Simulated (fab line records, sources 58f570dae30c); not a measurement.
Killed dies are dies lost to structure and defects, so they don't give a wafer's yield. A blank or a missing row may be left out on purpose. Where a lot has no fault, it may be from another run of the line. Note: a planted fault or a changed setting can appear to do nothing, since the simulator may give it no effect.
8D (eight disciplines) problem report, filled in by code ; flow berkeley_cmos170 ; the parts of the form that need people (team, actions taken, sign-off) are left out

## 1. THE ISSUE
Wafers without a fault read 12.001 mTorr, standard deviation 0.011; chamber_pressure_mTorr at UCB170_M3_METAL_ETCH_18 reads a mean of 17.997 mTorr on 4 wafers belonging to 2 lots. So: +99 or more standard deviations from the usual mean.
The step: etches Al in Cl2/BCl3, stops on SiO2, target depth 1170 nm, time 195 s.
The first sign was on wafer L382.1 at day 10 01:41, on rie_metal-01. The record holds 42 wafers of 14 lots with a number at this step. By rule, "out" or "out of limits" means more than 4 standard deviations away from the usual mean. All remaining wafers that have a number are taken as sound.

## 2. WHAT IT IS, AND WHAT IT ISN'T
question;is;is not
which readings at this step;chamber_pressure_mTorr;bias_w, drypump_motor_current_A, throttle_valve_pct
which lots;L381, L382;L374, L377, L378, L388, L390, L391, L392, L393, L394, L395, L396, L397
which wafers of those lots;L381.2, L381.3, L382.1, L382.5;L381.1, L382.3
read on which tools;rie_metal-01;rie_metal-02, rie_metal-04
when;from day 10 01:41;"up to then (10 sound wafers); but 28 sound wafers of L381, L388, L390, L391, L392, L393, L394, L395, L396, L397 came after"

## 3. SUSPECTS, AND WHAT RULES EACH OUT
Counting: a tool at a process step up to the reading stays a suspect if it ran every lot that is out. Sound lots after the first of them don't rule it out here, since some wafers of a struck lot are sound.
- rie_metal-01 at UCB170_M3_METAL_ETCH_18 (etches Al in Cl2/BCl3, stops on SiO2, target depth 1170 nm, time 195 s): kept. It ran every lot that is out, first L382 (day 10 01:41); its last sound lot up to then is L377 (day 9 03:43). On those wafers its own readings are out: chamber_pressure_mTorr.
- Within rie_metal-01 at UCB170_M3_METAL_ETCH_18: the wafers that are out ran in chamber 0; their sound lot-mates ran in chamber 1.
After counting, what remains is rie_metal-01 at UCB170_M3_METAL_ETCH_18.

## 4. THE CAUSE (what the simulator had put in)
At UCB170_M3_METAL_ETCH_18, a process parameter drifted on rie_metal-01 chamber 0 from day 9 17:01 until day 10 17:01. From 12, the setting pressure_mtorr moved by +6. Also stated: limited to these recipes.
After counting, this tool was the only one left.

## 5. THE CHAIN OF EFFECTS, in route order
One row per reading whose mean, taken over the struck wafers that have a number, lies over 3 standard deviations from the usual. Only readings for which the record gives a usual standard deviation are gone through. hours: the time from each lot's start at the first step in this table that gives one to its start at this step, as a median over the lots. sigmas: the change in usual standard deviations.
hours;step;reading;usual;on struck wafers;change;sigmas
0;UCB170_M3_METAL_ETCH_18;chamber_pressure_mTorr;12.001 mTorr;17.997;+5.996;+99 or more
0;UCB170_M3_STRIP_19;oes_product_au;0.551 a.u.;0.499;-0.052;-6.7
It contains these process steps:
- UCB170_M3_METAL_ETCH_18: etches Al in Cl2/BCl3, stops on SiO2, target depth 1170 nm, time 195 s.
- UCB170_M3_STRIP_19: strips in O2.

## 6. HOW IT WOULD HAVE BEEN CAUGHT EARLIER
The fault began at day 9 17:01; the first out-of-limits reading in this record came at day 10 01:41, 9 hours later.
